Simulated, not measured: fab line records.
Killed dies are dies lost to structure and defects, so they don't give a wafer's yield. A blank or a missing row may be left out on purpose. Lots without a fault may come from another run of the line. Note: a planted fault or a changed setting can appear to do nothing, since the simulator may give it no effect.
A struck lot beside a sound one -- flow berkeley_cmos170 -- 13 steps out of a route of 331
Sound: the wafers L459.3, L459.5, L459.6. Wafers L454.4, L454.5, L454.6 were the ones struck. The cause comes at the end.
Per side, at each step with rows, come the tool, then ch with its chambers, and then its first start. Under that, the readings that differ: sound wafers -- struck wafers -- difference of the means -- sigmas: that difference in standard deviations of wafers without a fault.
alike: a reading whose means differ by less than 2 such deviations, as well as words and numbers matching on both sides. not compared: withheld readings; readings where some wafer has no value; bounds like >300 that might hide an equal value; numbers whose values overlap and for which the record gives no deviation.
A row with sigmas, a row that says differs or no value, or rows on one side alone: a step with any of these is where the two part. When numbers do not overlap yet have no deviation, they are printed without sigmas and do not part them. Lack of a reading on every wafer of one side parts them only where that side has two or more wafers.

first, 5 steps without rows for these wafers: UCB170_PWELL_COAT_08 (resist thk 890.8 nm); UCB170_PWELL_SOFTBAKE_09 (time 60 s); UCB170_PWELL_EXPOSE_10 (exposes mask PWELL, target cd 3000 nm); UCB170_PWELL_PEB_11; UCB170_PWELL_DEVELOP_12 (develop time 45 s).
UCB170_PWELL_OVL_MEAS_13:
  struck on overlay-02, day 6 11:28; sound on overlay-02, day 7 10:06
reading,sound,struck,difference,sigmas
PWELL_OVL (nm),8 9 -1,-8 -10 -3,-12,-2
UCB170_PWELL_ETCH_14: etches Si3N4 in CH3F/Ar/O2, stops on SiO2, target depth 242 nm, time 151 s.
  sound on rie_diel-01 ch 0,2,3, day 7 10:07; struck on rie_diel-03 ch 0,1,2, day 6 11:29
  alike: CH3F_flow_sccm, O2_flow_sccm, drypump_motor_current_A, oes_product_au, throttle_valve_pct
  not compared: rf_hours_counter_h
after that, 1 step had no rows for these wafers: UCB170_PWELL_IMPLANT_15.
UCB170_PWELL_STRIP_16: strips in O2.
  sound on plasma_asher-03 ch 0,1, day 7 10:24; struck on plasma_asher-02 ch 0,1, day 6 11:46
  alike: drypump_motor_current_A, oes_product_au, strip_time_to_endpoint_s
  not compared: rf_hours_counter_h
UCB170_PWELL_TW_MEAS_17:
  struck on film_metro-04, day 6 11:52; sound on film_metro-03, day 7 10:29
  alike: PWELL_TW
then, 2 steps without rows for these wafers: UCB170_PWELL_CLEAN_18 (cleans in SPM, time 600 s); UCB170_PWELL_WET_ETCH_19 (etches Si3N4 in H3PO4, time 14400 s).
UCB170_PWELL_WET_ETCH_20: etches SiO2 in BOE, time 22 s.
  sound on wet_bench-04 ch 0, day 7 14:48; struck on wet_bench-04 ch 3, day 6 17:20
  no value came back on the struck wafers for bath_heat_duty_pct (%), run_length_s (s); on the sound wafers bath_heat_duty_pct (%) reads 7.0 5.9 7.1

== WHERE THEY PART ==
First at UCB170_PWELL_OVL_MEAS_13; last, within this record, at UCB170_PWELL_WET_ETCH_20.

WHY: whatever the simulator had introduced
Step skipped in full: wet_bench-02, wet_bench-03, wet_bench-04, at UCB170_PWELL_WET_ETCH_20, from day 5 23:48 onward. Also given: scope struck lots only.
